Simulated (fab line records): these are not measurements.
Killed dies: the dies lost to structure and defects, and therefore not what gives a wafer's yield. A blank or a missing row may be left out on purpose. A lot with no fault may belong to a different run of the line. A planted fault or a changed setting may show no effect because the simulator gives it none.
Split-lot trial || flow rit cmos || route with 202 steps; 5 lots, 23 wafers read

ABOUT THE SPLIT
At RIT_M1_EXPOSE_06 (exposes mask M12, target cd 2600 nm), the setting dose mj was moved away from the recipe's 250 on 7 of the 23 wafers read, by -5.4% to -2.6%. The other wafers ran this setting at the recipe's value.

FROM THE SPLIT TO THE READING: what the file shows between them, 6 steps
- RIT_M1_PEB_07
- RIT_M1_DEVELOP_08: develop time 70.99 s
- RIT_M1_CD_MEAS_09: target cd 2600 nm
- RIT_M1_METAL_ETCH_12: etches Al in Cl2/BCl3, stops on SiO2, time 165 s, target depth 600 nm (also split here: over etch frac)
- RIT_M1_STRIP_13: strips in nmp, time 600 s
- RIT_M1_STRIP_14: strips in O2, time 180 s

THE READING
cd nm (nm) at RIT_M1_CD_MEAS_90, where the cd target is 2600 nm. Fault-free wafers of this fab line usually give 2599.5 nm, standard deviation 2.6 nm.

{"wafer": "L075.2", "tool, chamber at the split": "iline stepper-01, 0", "dose mj as run": 236.5, "against the recipe": "-5.4%", "cd nm, nm": 2613.7, "against lot-mates on the recipe": "+15.8"}
{"wafer": "L075.3", "tool, chamber at the split": "iline stepper-01, 0", "dose mj as run": 250, "against the recipe": "recipe", "cd nm, nm": 2597.2, "against lot-mates on the recipe": "-"}
{"wafer": "L075.4", "tool, chamber at the split": "iline stepper-01, 0", "dose mj as run": 250, "against the recipe": "recipe", "cd nm, nm": 2598.7, "against lot-mates on the recipe": "-"}
{"wafer": "L075.5", "tool, chamber at the split": "iline stepper-01, 0", "dose mj as run": 236.5, "against the recipe": "-5.4%", "cd nm, nm": 2613.7, "against lot-mates on the recipe": "+15.8"}
{"wafer": "L075.6", "tool, chamber at the split": "iline stepper-01, 0", "dose mj as run": 236.5, "against the recipe": "-5.4%", "cd nm, nm": 2615.2, "against lot-mates on the recipe": "+17.2"}
{"wafer": "L077.1", "tool, chamber at the split": "iline stepper-01, 0", "dose mj as run": 250, "against the recipe": "recipe", "cd nm, nm": 2601.5, "against lot-mates on the recipe": "-"}
{"wafer": "L077.2", "tool, chamber at the split": "iline stepper-01, 0", "dose mj as run": 250, "against the recipe": "recipe", "cd nm, nm": 2602.3, "against lot-mates on the recipe": "-"}
{"wafer": "L077.4", "tool, chamber at the split": "iline stepper-01, 0", "dose mj as run": 250, "against the recipe": "recipe", "cd nm, nm": 2602.7, "against lot-mates on the recipe": "-"}
{"wafer": "L077.5", "tool, chamber at the split": "iline stepper-01, 0", "dose mj as run": 250, "against the recipe": "recipe", "cd nm, nm": 2602.8, "against lot-mates on the recipe": "-"}
{"wafer": "L077.6", "tool, chamber at the split": "iline stepper-01, 0", "dose mj as run": 250, "against the recipe": "recipe", "cd nm, nm": 2602.9, "against lot-mates on the recipe": "-"}
{"wafer": "L079.1", "tool, chamber at the split": "iline stepper-02, 0", "dose mj as run": 250, "against the recipe": "recipe", "cd nm, nm": 2598.4, "against lot-mates on the recipe": "-"}
{"wafer": "L079.2", "tool, chamber at the split": "iline stepper-02, 0", "dose mj as run": 250, "against the recipe": "recipe", "cd nm, nm": 2599.3, "against lot-mates on the recipe": "-"}
{"wafer": "L079.3", "tool, chamber at the split": "iline stepper-02, 0", "dose mj as run": 237.8, "against the recipe": "-4.9%", "cd nm, nm": 2614.5, "against lot-mates on the recipe": "+15.7"}
{"wafer": "L079.4", "tool, chamber at the split": "iline stepper-02, 0", "dose mj as run": 237.8, "against the recipe": "-4.9%", "cd nm, nm": 2614.3, "against lot-mates on the recipe": "+15.5"}
{"wafer": "L079.5", "tool, chamber at the split": "iline stepper-02, 0", "dose mj as run": 250, "against the recipe": "recipe", "cd nm, nm": 2598.6, "against lot-mates on the recipe": "-"}
{"wafer": "L083.1", "tool, chamber at the split": "iline stepper-02, 0", "dose mj as run": 250, "against the recipe": "recipe", "cd nm, nm": 2600.9, "against lot-mates on the recipe": "-"}
{"wafer": "L083.3", "tool, chamber at the split": "iline stepper-02, 0", "dose mj as run": 250, "against the recipe": "recipe", "cd nm, nm": 2604.4, "against lot-mates on the recipe": "-"}
{"wafer": "L083.5", "tool, chamber at the split": "iline stepper-02, 0", "dose mj as run": 250, "against the recipe": "recipe", "cd nm, nm": 2600.7, "against lot-mates on the recipe": "-"}
{"wafer": "L085.1", "tool, chamber at the split": "iline stepper-01, 0", "dose mj as run": 250, "against the recipe": "recipe", "cd nm, nm": 2599.1, "against lot-mates on the recipe": "-"}
{"wafer": "L085.2", "tool, chamber at the split": "iline stepper-01, 0", "dose mj as run": 250, "against the recipe": "recipe", "cd nm, nm": 2597.5, "against lot-mates on the recipe": "-"}
{"wafer": "L085.3", "tool, chamber at the split": "iline stepper-01, 0", "dose mj as run": 250, "against the recipe": "recipe", "cd nm, nm": 2601.1, "against lot-mates on the recipe": "-"}
{"wafer": "L085.4", "tool, chamber at the split": "iline stepper-01, 0", "dose mj as run": 243.6, "against the recipe": "-2.6%", "cd nm, nm": 2609.3, "against lot-mates on the recipe": "+10.1"}
{"wafer": "L085.6", "tool, chamber at the split": "iline stepper-01, 0", "dose mj as run": 243.6, "against the recipe": "-2.6%", "cd nm, nm": 2608.1, "against lot-mates on the recipe": "+8.9"}

FIT RESULTS
A straight line over all 23 wafers: cd nm changes by -2.68 nm for each +1% of dose mj; r = -0.95; the points scatter about the line by 1.9 nm.
The same after taking each lot's own level away (the mean of its wafers on the recipe; 23 wafers): -3.11 nm for each +1%; r = -0.99; scatter 1.1 nm.
Per that fit: largest dose mj move, reading shift of 17 nm.
The span of the lots' own levels, 2597.95 to 2602.44 nm, comes to 1.7 times the standard deviation stated above.
Hence the slope depends on the lot-to-lot level, as the two fits are not the same.
Check: +17.2 nm against its lot-mates is what the line predicts for one of the wafers moved furthest among these (-5.4%) when that wafer is left out of the fit. It came out at +15.8 nm against them.

THE OTHER SPLITS THESE WAFERS WENT THROUGH
Before the reading, these wafers also passed through other splits. Each is held against what the fit with the lots' levels taken away leaves over:
{"other split on the same wafers": "RIT_M1_SPUTTER_00 power w", "wafers away from the commonest value": 7, "r with cd nm (lot level and that fit taken away)": -0.05}
{"other split on the same wafers": "RIT_M1_METAL_ETCH_12 over etch frac", "wafers away from the commonest value": 7, "r with cd nm (lot level and that fit taken away)": -0.18}

THE WHOLE CHAIN: every reading that the file lists as answering this split, in the file's order
{"step": "RIT_M1_DEVELOP_08", "what it does": "develop time 70.99 s", "reading": "M1.cd nm (the simulator's own value, which no gauge read)", "change (the file's fit)": "-3.07 nm for each +1% of the setting", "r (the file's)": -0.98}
{"step": "RIT_M1_CD_MEAS_09", "what it does": "target cd 2600 nm", "reading": "cd nm", "change (the file's fit)": "-3.05 nm for each +1% of the setting", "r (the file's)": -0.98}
{"step": "RIT_M1_METAL_ETCH_12", "what it does": "etches Al in Cl2/BCl3, stops on SiO2, time 165 s, target depth 600 nm", "reading": "M1.cd nm (the simulator's own value, which no gauge read)", "change (the file's fit)": "-3.17 nm for each +1% of the setting", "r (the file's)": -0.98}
{"step": "RIT_M1_CD_MEAS_90", "what it does": "target cd 2600 nm", "reading": "cd nm", "change (the file's fit)": "-3.17 nm for each +1% of the setting", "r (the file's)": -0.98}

FILE'S OWN FIT
cd nm changes by -3.17 nm for each +1% of dose mj, r = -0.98.
